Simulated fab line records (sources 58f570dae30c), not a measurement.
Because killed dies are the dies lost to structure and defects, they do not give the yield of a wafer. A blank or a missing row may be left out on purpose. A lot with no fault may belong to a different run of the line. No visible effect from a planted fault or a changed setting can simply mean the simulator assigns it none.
Split-lot trial | flow berkeley_cmos170 | on a route of 331 steps: 5 lots, 23 wafers read

## THE SPLIT ITSELF
At UCB170_BACKSIDE_STRIP_03 (strips in O2), the setting power_w was moved away from the recipe's 400 W on 10 of the 23 wafers read, by -11.3% to +10.8%. The other wafers ran this setting at the recipe's value.

Reading taken at the split's own step.

## THE READING
oes_product_au, in a.u., at UCB170_BACKSIDE_STRIP_03 (strips in O2). Typical for fault-free wafers on this fab line: 0.735 a.u., with standard deviation 0.0048 a.u.

wafer  | tool, chamber at the split | power_w as run, W | against the recipe | oes_product_au, a.u. | against lot-mates on the recipe
L075.2 | plasma_asher-04, 0         | 443.2             | +10.8%             | 0.781                | +0.044
L075.3 | plasma_asher-04, 0         | 443.2             | +10.8%             | 0.766                | +0.029
L075.4 | plasma_asher-04, 1         | 400               | recipe             | 0.730                | -
L075.5 | plasma_asher-04, 1         | 400               | recipe             | 0.744                | -
L075.6 | plasma_asher-04, 0         | 400               | recipe             | 0.737                | -
L076.1 | plasma_asher-04, 1         | 400               | recipe             | 0.733                | -
L076.2 | plasma_asher-04, 0         | 400               | recipe             | 0.734                | -
L076.4 | plasma_asher-04, 1         | 356.9             | -10.8%             | 0.694                | -0.040
L076.5 | plasma_asher-04, 0         | 356.9             | -10.8%             | 0.698                | -0.036
L076.6 | plasma_asher-04, 1         | 356.9             | -10.8%             | 0.697                | -0.037
L079.1 | plasma_asher-03, 0         | 400               | recipe             | 0.732                | -
L079.4 | plasma_asher-03, 1         | 400               | recipe             | 0.730                | -
L079.6 | plasma_asher-03, 1         | 400               | recipe             | 0.737                | -
L081.1 | plasma_asher-03, 0         | 400               | recipe             | 0.735                | -
L081.2 | plasma_asher-03, 1         | 400               | recipe             | 0.737                | -
L081.3 | plasma_asher-03, 1         | 421.4             | +5.3%              | 0.749                | +0.013
L081.4 | plasma_asher-03, 0         | 421.4             | +5.3%              | 0.756                | +0.020
L081.5 | plasma_asher-03, 0         | 421.4             | +5.3%              | 0.748                | +0.012
L084.1 | plasma_asher-04, 0         | 400               | recipe             | 0.740                | -
L084.2 | plasma_asher-04, 1         | 400               | recipe             | 0.736                | -
L084.3 | plasma_asher-04, 0         | 400               | recipe             | 0.734                | -
L084.5 | plasma_asher-04, 1         | 354.6             | -11.3%             | 0.696                | -0.041
L084.6 | plasma_asher-04, 0         | 354.6             | -11.3%             | 0.697                | -0.040

THE FIT
A straight line over all 23 wafers: oes_product_au changes by +0.00347 a.u. for each +1% of power_w; r = +0.98; the points scatter about the line by 0.0042 a.u.
The same after taking each lot's own level away (the mean of its wafers on the recipe; 23 wafers): +0.00338 a.u. for each +1%; r = +0.98; scatter 0.004 a.u.
The reading moves by 0.038 a.u. for the largest change in power_w, on that fit.
Across the lots, their own levels run from 0.7330 to 0.7370 a.u., a range of 0.8 times the standard deviation given above.
The two slopes are in agreement: the lot-to-lot level therefore moves the slope only a little.
Check: for one of the wafers moved furthest among these (-11.3%), held out of the fit, the line's prediction against its lot-mates is -0.0387 a.u. It came out at -0.0407 a.u. against them.
Tool readings at the split's step, against how far the setting was moved: oes_product_au r = +0.98; strip_time_to_endpoint_s r = -1.00.

## OTHER SPLITS APPLIED TO THESE WAFERS
These wafers also went through other splits before the reading. Each is held against what the fit with the lots' levels taken away leaves over:
other split on the same wafers | wafers away from the commonest value | r with oes_product_au (lot level and that fit taken away)
UCB170_PLDD_SOFTBAKE_02 time_s | 12                                   | -0.16
UCB170_NLDD_PEB_04 peb_temp_c  | 7                                    | -0.51
UCB170_PSD_PEB_04 peb_temp_c   | 8                                    | +0.01

## THE WHOLE CHAIN: every reading that the file lists as answering this split, in the file's order
step                     | what it does | reading                  | change (the file's fit)                   | r (the file's)
UCB170_BACKSIDE_STRIP_03 | strips in O2 | oes_product_au           | +0.00342 a.u. for each +1% of the setting | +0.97
UCB170_BACKSIDE_STRIP_03 | strips in O2 | strip_time_to_endpoint_s | withheld for each +1% of the setting      | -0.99

## THE FILE'S OWN FIT
oes_product_au changes by +0.00342 a.u. for each +1% of power_w, r = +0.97.
